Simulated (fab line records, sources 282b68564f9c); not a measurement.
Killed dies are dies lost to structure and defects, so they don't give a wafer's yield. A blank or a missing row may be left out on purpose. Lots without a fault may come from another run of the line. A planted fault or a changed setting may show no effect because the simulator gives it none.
fab line records | flow rit_cmos | part 1 of 2: steps 1 to 38 of 54
record lots=5 wafers=15 last_day=6
route steps=202 shown PRETRO@68 GATE@75 FOX2@80 REOX@98 NLDD@103 PLDD@114
lots that met no fault: from a run of the same line without faults
start_h: hours from the record's first day to the start of the lot's first wafer shown | wait_h: hours since the lot's step before | " the same as in the row above | L1.1+2: a row that stands for several wafers | - no value, or no start given | * or withheld: withheld | < > ~ a bound
route shown NAME@n: a module of which the file shows steps, and the number in the route of the first | usual: mean/standard deviation of fault-free wafers | same: alike in all rows | chamber/n: place in a boat | sites: the reading at each site | _std_site: their standard deviation | _edge_site: outer sites' mean less inner sites' | radius_mm: how far each site lies from the wafer's centre | mask NAME#n: copy n | behind: the tool/chamber that last shaped the wafer | hold: why the lot was held/for how many hours/how that ended | device: the transistor (n, p or np) that didn't switch | end of line: the same wafers' tests at the end of the route | a step without rows: its recipe alone | killed: dies lost to structure and defects at the first sort, not the wafer's yield | map: a wafer's dies, x killed, . not, _ none there
set.NAME: the setting as run; set.NAME@STEP: as run at that earlier step | model.NAME: the simulator's own value behind a step, which no gauge read
lots at some steps of the route; a table a step, a row a wafer
services: from which hour (start_h, from the record's first day; less than 0 if before it) a tool's chamber was out of use, for how many hours, and why
## steps
# step RIT_PRETRO_PEB_04
# recipe resist=NOVOLAK temp_c=withheld time_s=withheld
# columns lot.wafer tool chamber start_h wait_h
L076.2+3+6 litho_track-01 0 41.11 0.2
L078.1+3+4 litho_track-01 0 50.87 0.1
L087.1+3+5 litho_track-01 0 96.14 0.1
L088.3+4+6 litho_track-01 0 100.35 0.1
L092.2+5+6 litho_track-01 0 120.57 0.1
# step RIT_PRETRO_DEVELOP_05
# recipe resist=NOVOLAK develop_time_s=68 dev_temp_c=23
# same develop_time_s=68
# columns lot.wafer tool chamber start_h wait_h
L076.2+3+6 litho_track-01 0 - -
L078.1+3+4 litho_track-01 0 - -
L087.1+3+5 litho_track-01 0 - -
L088.3+4+6 litho_track-01 0 - -
L092.2+5+6 litho_track-01 0 - -
# step RIT_PRETRO_OVL_MEAS_06
# usual PRETRO_OVL=0.0/1.5
# columns lot.wafer tool chamber start_h wait_h PRETRO_OVL[nm]
L076.2 overlay-02 - 41.40 - -0.4
L076.3 " - " " -0.6
L076.6 " - " " -0.1
L078.1 overlay-02 - 51.19 - -0.7
L078.3 " - " " 1.7
L078.4 " - " " 2.1
L087.1 overlay-02 - 96.45 - 0.6
L087.3 " - " " 1.8
L087.5 " - " " 2.2
L088.3 overlay-01 - 100.62 - 3.8
L088.4 " - " " 3.0
L088.6 " - " " 3.6
L092.2 overlay-01 - 120.86 - -0.8
L092.5 " - " " 0.4
L092.6 " - " " -1.8
# step RIT_PRETRO_HARDBAKE_07
# recipe resist=NOVOLAK temp_c=139.1 time_s=120
# columns lot.wafer tool chamber start_h wait_h
L076.2+3+6 litho_track-03 0 41.49 0.1
L078.1+3+4 litho_track-02 0 51.22 0.0
L087.1+3+5 litho_track-01 0 96.49 0.0
L088.3+4+6 litho_track-02 0 100.73 0.1
L092.2+5+6 litho_track-02 0 120.93 0.1
# step RIT_PRETRO_IMPLANT_08
# recipe species=B energy_kev=45 dose_cm2=1.2e+13 tilt_deg=7
# columns lot.wafer tool chamber start_h wait_h
L076.2+3+6 implanter-03 0 41.72 0.2
L078.1+3+4 implanter-02 0 51.47 0.2
L087.1+3+5 implanter-02 0 96.74 0.2
L088.3+4+6 implanter-02 0 100.95 0.2
L092.2+5+6 implanter-03 0 121.17 0.2
# step RIT_PRETRO_STRIP_09
# recipe chemistry=O2 time_s=180 resist=NOVOLAK platen_temp_c=withheld power_w=500 pressure_mtorr=4000 o2_flow_sccm=4000
# usual drypump_motor_current_A=5.33/0.18
# columns lot.wafer tool chamber start_h wait_h drypump_motor_current_A rf_hours_counter_h
L076.2 plasma_asher-01 1 41.85 0.1 5.25 41
L076.3 " 0 " " 5.38 -
L076.6 " 1 " " 5.26 -
L078.1 plasma_asher-02 0 51.62 0.1 5.00 43
L078.3 " 0 " " 4.98 -
L078.4 " 1 " " 5.63 -
L087.1 plasma_asher-02 0 96.89 0.1 4.98 48
L087.3 " 0 " " 4.99 -
L087.5 " 1 " " 5.63 -
L088.3 plasma_asher-04 0 101.10 0.1 5.42 -
L088.4 " 1 " " 5.30 -
L088.6 " 1 " " 5.32 -
L092.2 plasma_asher-02 1 121.29 0.1 5.63 50
L092.5 " 0 " " 4.99 -
L092.6 " 1 " " 5.63 -
# step RIT_PRETRO_TW_MEAS_10
# usual PRETRO_TW=472.7/2.6
# columns lot.wafer tool chamber start_h wait_h PRETRO_TW
L076.2 film_metro-01 - 42.03 0.1 472.0
L076.3 " - " " 471.6
L076.6 " - " " 470.4
L078.1 film_metro-01 - 51.80 0.1 467.3
L078.3 " - " " 468.1
L078.4 " - " " 466.9
L087.1 film_metro-03 - 97.07 0.1 471.7
L087.3 " - " " 472.1
L087.5 " - " " 468.3
L088.3 film_metro-03 - 101.24 0.1 474.2
L088.4 " - " " 473.5
L088.6 " - " " 472.1
L092.2 film_metro-03 - 121.48 0.1 471.3
L092.5 " - " " 471.8
L092.6 " - " " 474.0
# step RIT_GATE_WET_ETCH_00
# recipe chemistry=BOE target=SiO2 target_depth_nm=56 time_s=60 dry=n2_spin dilution=10:1 temp_c=21.5
# columns lot.wafer tool chamber start_h wait_h
L076.2+3+6 wet_bench-04 2 42.08 0.0
L078.1+3+4 wet_bench-01 1 51.86 0.1
L087.1+3+5 wet_bench-04 1 97.13 0.1
L088.3+4+6 wet_bench-03 0 101.28 0.0
L092.2+5+6 wet_bench-01 2 121.53 0.0
# step RIT_GATE_CLEAN_01
# recipe chemistry=SC1 mix=3:3:50 time_s=600 temp_c=75
# columns lot.wafer tool chamber start_h wait_h
L076.2+3+6 wet_bench-04 1 42.11 0.0
L078.1+3+4 wet_bench-03 3 51.88 0.0
L087.1+3+5 wet_bench-03 0 97.15 0.0
L088.3+4+6 wet_bench-04 3 101.31 0.0
L092.2+5+6 wet_bench-04 1 121.55 0.0
# step RIT_GATE_CLEAN_02
# recipe chemistry=dHF dilution=50:1 time_s=30
# columns lot.wafer tool chamber start_h wait_h
L076.2+3+6 wet_bench-01 1 42.28 0.0
L078.1+3+4 wet_bench-01 0 52.06 0.0
L087.1+3+5 wet_bench-01 2 97.33 0.0
L088.3+4+6 wet_bench-01 1 101.48 0.0
L092.2+5+6 wet_bench-01 0 121.73 0.0
# step RIT_GATE_CLEAN_03
# recipe chemistry=SC2 mix=3:3:50 time_s=600 temp_c=75 dry=n2_spin
# columns lot.wafer tool chamber start_h wait_h
L076.2+3+6 wet_bench-03 3 42.30 0.0
L078.1+3+4 wet_bench-04 0 52.07 0.0
L087.1+3+5 wet_bench-04 2 97.36 0.0
L088.3+4+6 wet_bench-03 1 101.55 0.0
L092.2+5+6 wet_bench-04 2 121.74 0.0
# step RIT_GATE_CLEAN_04
# recipe chemistry=dHF dilution=50:1 time_s=60 dry=n2_spin
# columns lot.wafer tool chamber start_h wait_h
L076.2+3+6 wet_bench-04 1 42.47 0.0
L078.1+3+4 wet_bench-03 2 52.25 0.0
L087.1+3+5 wet_bench-03 3 97.55 0.0
L088.3+4+6 wet_bench-04 1 101.72 0.0
L092.2+5+6 wet_bench-01 2 121.92 0.0
# step RIT_FOX2_THK_MEAS_91
# recipe reads=SiO2_of_FOX2_OXIDATION_00
# usual FIELD_OXIDE_LEFT_2_THK=257/6.4
# columns lot.wafer tool chamber start_h wait_h FIELD_OXIDE_LEFT_2_THK[nm]
L076.2 film_metro-04 - 42.51 0.0 263
L076.3 " - " " 264
L076.6 " - " " 261
L078.1 film_metro-04 - 52.27 0.0 255
L078.3 " - " " 264
L078.4 " - " " 258
L087.1 film_metro-04 - 97.58 0.0 256
L087.3 " - " " 254
L087.5 " - " " 253
L088.3 film_metro-01 - 101.77 0.0 254
L088.4 " - " " 257
L088.6 " - " " 253
L092.2 film_metro-01 - 121.95 0.0 257
L092.5 " - " " 255
L092.6 " - " " 252
# step RIT_GATE_OXIDATION_05
# recipe temp_c=900 ambient=O2 target_thk_a=30 ox_time_s=270
# columns lot.wafer tool chamber start_h wait_h
L076.2+3+6 furnace-04 0 43.37 0.8
L078.1+3+4 furnace-03 0 52.33 0.1
L087.1+3+5 furnace-03 0 97.64 0.1
L088.3+4+6 furnace-04 0 102.05 0.3
L092.2+5+6 furnace-02 0 123.01 1.0
# step RIT_GATE_ANNEAL_06
# recipe temp_c=900 time_s=600 ambient=N2O
# columns lot.wafer tool chamber start_h wait_h
L076.2+3+6 furnace-02 0 44.44 0.0
L078.1+3+4 furnace-02 0 53.41 0.0
L087.1+3+5 furnace-02 0 98.71 0.0
L088.3+4+6 furnace-03 0 104.93 1.8
L092.2+5+6 furnace-02 0 125.40 1.3
# step RIT_GATE_THK_MEAS_07
# recipe reads=SiO2_of_GATE_OXIDATION_05
# usual GATE_OXIDE_THK=3.05/0.057
# columns lot.wafer tool chamber start_h wait_h GATE_OXIDE_THK[nm]
L076.2 film_metro-04 - 44.70 0.0 2.96
L076.3 " - " " 2.98
L076.6 " - " " 2.95
L078.1 film_metro-01 - 53.66 0.0 3.06
L078.3 " - " " 3.09
L078.4 " - " " 3.08
L087.1 film_metro-04 - 98.96 0.0 3.11
L087.3 " - " " 2.99
L087.5 " - " " 3.08
L088.3 film_metro-04 - 105.20 0.0 3.06
L088.4 " - " " 3.04
L088.6 " - " " 3.04
L092.2 film_metro-04 - 125.66 0.0 3.00
L092.5 " - " " 3.06
L092.6 " - " " 3.02
# step RIT_GATE_CVD_08
# recipe material=poly-Si target_thk_nm=250 temp_c=610 precursor=SiH4 time_s=2220 pressure_mtorr=300 sih4_flow_sccm=100
# columns lot.wafer tool chamber start_h wait_h
L076.2+3+6 lpcvd-01 0 44.75 0.0
L078.1+3+4 lpcvd-02 1 53.72 0.1
L087.1+3+5 lpcvd-02 0 99.02 0.1
L088.3+4+6 lpcvd-01 0 105.24 0.0
L092.2+5+6 lpcvd-02 1 125.71 0.0
# step RIT_GATE_THK_MEAS_09
# recipe reads=poly-Si_of_GATE_CVD_08
# usual GATE_POLY_THK=249.7/2.8
# columns lot.wafer tool chamber start_h wait_h GATE_POLY_THK[nm]
L076.2 film_metro-04 - 46.38 0.0 250.0
L076.3 " - " " 248.9
L076.6 " - " " 250.4
L078.1 film_metro-04 - 57.36 0.0 249.2
L078.3 " - " " 250.8
L078.4 " - " " 251.4
L087.1 film_metro-01 - 100.64 0.0 249.2
L087.3 " - " " 248.5
L087.5 " - " " 249.2
L088.3 film_metro-04 - 106.88 0.0 252.3
L088.4 " - " " 251.8
L088.6 " - " " 250.8
L092.2 film_metro-01 - 127.33 0.0 243.9
L092.5 " - " " 244.3
L092.6 " - " " 245.9
# step RIT_GATE_HMDS_10
# recipe prime_time_s=60 prime_temp_c=140
# columns lot.wafer tool chamber start_h wait_h
L076.2+3+6 litho_track-03 0 46.52 0.1
L078.1+3+4 litho_track-04 0 57.42 0.1
L087.1+3+5 litho_track-04 0 100.70 0.1
L088.3+4+6 litho_track-04 0 106.97 0.1
L092.2+5+6 litho_track-03 0 127.41 0.1
# step RIT_GATE_COAT_11
# recipe resist=NOVOLAK spin_rpm=4250 resist_thk_nm=850
# columns lot.wafer tool chamber start_h wait_h
L076.2+3+6 litho_track-03 0 46.67 0.1
L078.1+3+4 litho_track-04 0 57.57 0.1
L087.1+3+5 litho_track-04 0 100.85 0.1
L088.3+4+6 litho_track-04 0 107.12 0.1
L092.2+5+6 litho_track-03 0 127.56 0.1
# step RIT_GATE_SOFTBAKE_12
# recipe resist=NOVOLAK temp_c=90 time_s=60
# columns lot.wafer tool chamber start_h wait_h
L076.2+3+6 litho_track-03 0 46.82 0.1
L078.1+3+4 litho_track-04 0 57.72 0.1
L087.1+3+5 litho_track-04 0 101.00 0.1
L088.3+4+6 litho_track-04 0 107.27 0.1
L092.2+5+6 litho_track-03 0 127.71 0.1
# step RIT_GATE_EXPOSE_13
# recipe mask_id=M6 na=0.6 source_shape=conventional sigma_outer=0.6 target_cd_nm=150 dose_mj=380
# same na=0.6
# columns lot.wafer tool chamber start_h wait_h mask
L076.2+3+6 iline_stepper-02 0 46.96 0.1 M6#0
L078.1+3+4 iline_stepper-01 0 57.87 0.1 M6#0
L087.1+3+5 iline_stepper-01 0 101.15 0.1 M6#0
L088.3+4+6 iline_stepper-01 0 107.42 0.1 M6#0
L092.2+5+6 iline_stepper-01 0 127.98 0.2 M6#0
# step RIT_GATE_PEB_14
# recipe resist=NOVOLAK temp_c=withheld time_s=withheld
# columns lot.wafer tool chamber start_h wait_h
L076.2+3+6 litho_track-02 0 47.14 0.2
L078.1+3+4 litho_track-03 0 57.99 0.1
L087.1+3+5 litho_track-02 0 101.27 0.1
L088.3+4+6 litho_track-04 0 107.54 0.1
L092.2+5+6 litho_track-04 0 128.29 0.3
# step RIT_GATE_DEVELOP_15
# recipe resist=NOVOLAK develop_time_s=48.17 dev_temp_c=23
# same develop_time_s=48.17
# columns lot.wafer tool chamber start_h wait_h
L076.2+3+6 litho_track-02 0 - -
L078.1+3+4 litho_track-03 0 - -
L087.1+3+5 litho_track-02 0 - -
L088.3+4+6 litho_track-04 0 - -
L092.2+5+6 litho_track-04 0 - -
# step RIT_GATE_CD_MEAS_16
# recipe target_cd_nm=150
# usual cd_nm=150.4/2.1
# columns lot.wafer tool chamber start_h wait_h cd_nm
L076.2 cd_sem-01 - 47.41 - 151.9
L076.3 " - " " 152.3
L076.6 " - " " 151.0
L078.1 cd_sem-01 - 58.27 - 147.8
L078.3 " - " " 152.8
L078.4 " - " " 150.2
L087.1 cd_sem-01 - 101.55 - 146.6
L087.3 " - " " 150.4
L087.5 " - " " 148.4
L088.3 cd_sem-01 - 107.82 - 149.6
L088.4 " - " " 151.6
L088.6 " - " " 149.6
L092.2 cd_sem-01 - 128.57 - 148.6
L092.5 " - " " 148.6
L092.6 " - " " 149.0
# step RIT_GATE_OVL_MEAS_17
# usual GATE_OVL=1.0/1.3
# columns lot.wafer tool chamber start_h wait_h GATE_OVL[nm]
L076.2 overlay-02 - 47.52 0.1 1.6
L076.3 " - " " 3.1
L076.6 " - " " 2.0
L078.1 overlay-01 - 58.39 0.1 2.2
L078.3 " - " " 1.1
L078.4 " - " " 0.9
L087.1 overlay-02 - 101.67 0.1 -0.6
L087.3 " - " " -1.0
L087.5 " - " " -1.0
L088.3 overlay-01 - 107.91 0.1 0.4
L088.4 " - " " 0.3
L088.6 " - " " 0.3
L092.2 overlay-01 - 128.68 0.1 0.1
L092.5 " - " " 1.2
L092.6 " - " " 0.6
# step RIT_GATE_HARDBAKE_18
# recipe resist=NOVOLAK temp_c=140 time_s=60
# columns lot.wafer tool chamber start_h wait_h
L076.2+3+6 litho_track-02 0 47.57 0.0
L078.1+3+4 litho_track-04 0 58.43 0.0
L087.1+3+5 litho_track-02 0 101.70 0.0
L088.3+4+6 litho_track-04 0 107.98 0.1
L092.2+5+6 litho_track-03 0 128.73 0.0
# step RIT_GATE_ETCH_19
# recipe chemistry=SF6/CHF3/O2 time_s=165 SF6_flow_sccm=30 CHF3_flow_sccm=30 O2_flow_sccm=5 target=poly-Si pressure_mtorr=40 rf_w=160 target_depth_a=3125 over_etch_frac=0.25 stop_on=SiO2
# usual drypump_motor_current_A=5.6/0.61 oes_product_au=0.853/0.013 rf_fwd_power_W=159.2/0.51 throttle_valve_pct=10.26/0.09
# columns lot.wafer tool chamber start_h wait_h drypump_motor_current_A oes_product_au rf_fwd_power_W rf_hours_counter_h throttle_valve_pct
L076.2 rie_si-01 0 47.70 0.1 6.1 0.857 158.7 159 10.16
L076.3 " 1 " " 6.1 0.843 158.8 80 10.17
L076.6 " 1 " " 6.1 0.844 159.7 - 10.16
L078.1 rie_si-02 2 58.58 0.1 6.0 0.836 159.8 3 10.27
L078.3 " 0 " " 4.9 0.851 160.0 34 10.20
L078.4 " 3 " " 5.5 0.855 159.1 58 10.22
L087.1 rie_si-01 1 101.85 0.1 6.1 0.840 160.5 80 10.16
L087.3 " 3 " " 4.6 0.862 159.3 139 10.40
L087.5 " 1 " " 6.1 0.841 159.9 - 10.18
L088.3 rie_si-02 2 108.08 0.1 6.0 0.842 158.9 4 10.26
L088.4 " 3 " " 5.5 0.870 158.2 58 10.21
L088.6 " 2 " " 6.0 0.836 158.8 - 10.27
L092.2 rie_si-02 2 128.86 0.1 5.9 0.819 159.7 4 10.27
L092.5 " 2 " " 5.9 0.820 158.8 - 10.26
L092.6 " 3 " " 5.5 0.847 158.6 - 10.22
# step RIT_GATE_STRIP_20
# recipe chemistry=O2 time_s=180 resist=NOVOLAK platen_temp_c=withheld power_w=500 pressure_mtorr=4000 o2_flow_sccm=4000
# usual drypump_motor_current_A=5.4/0.32
# columns lot.wafer tool chamber start_h wait_h drypump_motor_current_A rf_hours_counter_h
L076.2 plasma_asher-02 1 47.81 0.1 5.6 43
L076.3 " 1 " " 5.7 -
L076.6 " 0 " " 5.0 -
L078.1 plasma_asher-01 0 58.69 0.1 5.4 43
L078.3 " 0 " " 5.4 -
L078.4 " 1 " " 5.3 -
L087.1 plasma_asher-02 0 101.96 0.1 5.0 49
L087.3 " 0 " " 5.0 -
L087.5 " 0 " " 5.0 -
L088.3 plasma_asher-02 0 108.25 0.1 5.0 -
L088.4 " 1 " " 5.7 -
L088.6 " 0 " " 5.0 -
L092.2 plasma_asher-01 0 128.96 0.1 5.4 1
L092.5 " 0 " " 5.4 -
L092.6 " 1 " " 5.3 -
# step RIT_GATE_CD_MEAS_90
# recipe target_cd_nm=150
# usual cd_nm=150.4/2.1
# columns lot.wafer tool chamber start_h wait_h cd_nm
L076.2 cd_sem-01 - 48.00 0.1 151.9
L076.3 " - " " 152.2
L076.6 " - " " 150.5
L078.1 cd_sem-01 - 58.86 0.1 147.4
L078.3 " - " " 153.1
L078.4 " - " " 150.2
L087.1 cd_sem-01 - 102.14 0.1 146.4
L087.3 " - " " 150.8
L087.5 " - " " 148.5
L088.3 cd_sem-02 - 108.41 0.1 149.8
L088.4 " - " " 151.5
L088.6 " - " " 150.0
L092.2 cd_sem-02 - 129.16 0.1 148.3
L092.5 " - " " 149.0
L092.6 " - " " 149.0
# step RIT_REOX_CLEAN_00
# recipe chemistry=SC1 mix=3:3:50 time_s=577 temp_c=75
# columns lot.wafer tool chamber start_h wait_h
L076.2+3+6 wet_bench-02 0 48.10 0.1
L078.1+3+4 wet_bench-04 3 58.98 0.1
L087.1+3+5 wet_bench-03 2 102.26 0.1
L088.3+4+6 wet_bench-04 1 108.49 0.1
L092.2+5+6 wet_bench-03 1 129.26 0.1
# step RIT_REOX_CLEAN_01
# recipe chemistry=dHF dilution=50:1 time_s=30
# columns lot.wafer tool chamber start_h wait_h
L076.2+3+6 wet_bench-04 1 48.31 0.0
L078.1+3+4 wet_bench-02 2 59.16 0.0
L087.1+3+5 wet_bench-02 1 102.43 0.0
L088.3+4+6 wet_bench-04 0 108.66 0.0
L092.2+5+6 wet_bench-04 0 129.43 0.0
# step RIT_REOX_CLEAN_02
# recipe chemistry=SC2 mix=3:3:50 time_s=600 temp_c=75 dry=n2_spin
# columns lot.wafer tool chamber start_h wait_h
L076.2+3+6 wet_bench-03 2 48.33 0.0
L078.1+3+4 wet_bench-04 1 59.17 0.0
L087.1+3+5 wet_bench-03 3 102.45 0.0
L088.3+4+6 wet_bench-04 2 108.68 0.0
L092.2+5+6 wet_bench-03 0 129.45 0.0
# step RIT_REOX_OXIDATION_03
# recipe temp_c=900 ambient=O2 target_thk_a=252 ox_time_s=5580
# columns lot.wafer tool chamber start_h wait_h
L076.2+3+6 furnace-01 0 48.50 0.0
L078.1+3+4 furnace-01 0 59.35 0.0
L087.1+3+5 furnace-04 0 103.13 0.5
L088.3+4+6 furnace-01 0 108.85 0.0
L092.2+5+6 furnace-04 0 130.04 0.4
# step RIT_REOX_THK_MEAS_04
# recipe reads=SiO2_of_REOX_OXIDATION_03
# usual REOX_OXIDE_THK=25.5/0.41
# columns lot.wafer tool chamber start_h wait_h REOX_OXIDE_THK[nm]
L076.2 film_metro-03 - 51.06 0.0 25.5
L076.3 " - " " 26.1
L076.6 " - " " 26.0
L078.1 film_metro-04 - 61.90 0.0 26.0
L078.3 " - " " 25.9
L078.4 " - " " 25.5
L087.1 film_metro-03 - 105.68 0.0 25.8
L087.3 " - " " 25.5
L087.5 " - " " 25.4
L088.3 film_metro-02 - 111.42 0.0 25.3
L088.4 " - " " 25.1
L088.6 " - " " 25.3
L092.2 film_metro-04 - 132.60 0.0 25.5
L092.5 " - " " 25.6
L092.6 " - " " 25.2
# step RIT_NLDD_HMDS_00
# recipe prime_time_s=60 prime_temp_c=140
# columns lot.wafer tool chamber start_h wait_h
L076.2+3+6 litho_track-03 0 51.30 0.2
L078.1+3+4 litho_track-01 0 61.96 0.1
L087.1+3+5 litho_track-03 0 105.82 0.1
L088.3+4+6 litho_track-01 0 111.51 0.1
L092.2+5+6 litho_track-03 0 132.68 0.1
# step RIT_NLDD_COAT_01
# recipe resist=NOVOLAK spin_rpm=3250 resist_thk_nm=1000
# columns lot.wafer tool chamber start_h wait_h
L076.2+3+6 litho_track-03 0 51.45 0.1
L078.1+3+4 litho_track-01 0 62.11 0.1
L087.1+3+5 litho_track-03 0 105.97 0.1
L088.3+4+6 litho_track-01 0 111.66 0.1
L092.2+5+6 litho_track-03 0 132.83 0.1
# step RIT_NLDD_SOFTBAKE_02
# recipe resist=NOVOLAK temp_c=90 time_s=60
# columns lot.wafer tool chamber start_h wait_h
L076.2+3+6 litho_track-03 0 51.60 0.1
L078.1+3+4 litho_track-01 0 62.26 0.1
L087.1+3+5 litho_track-03 0 106.12 0.1
L088.3+4+6 litho_track-01 0 111.81 0.1
L092.2+5+6 litho_track-03 0 132.98 0.1
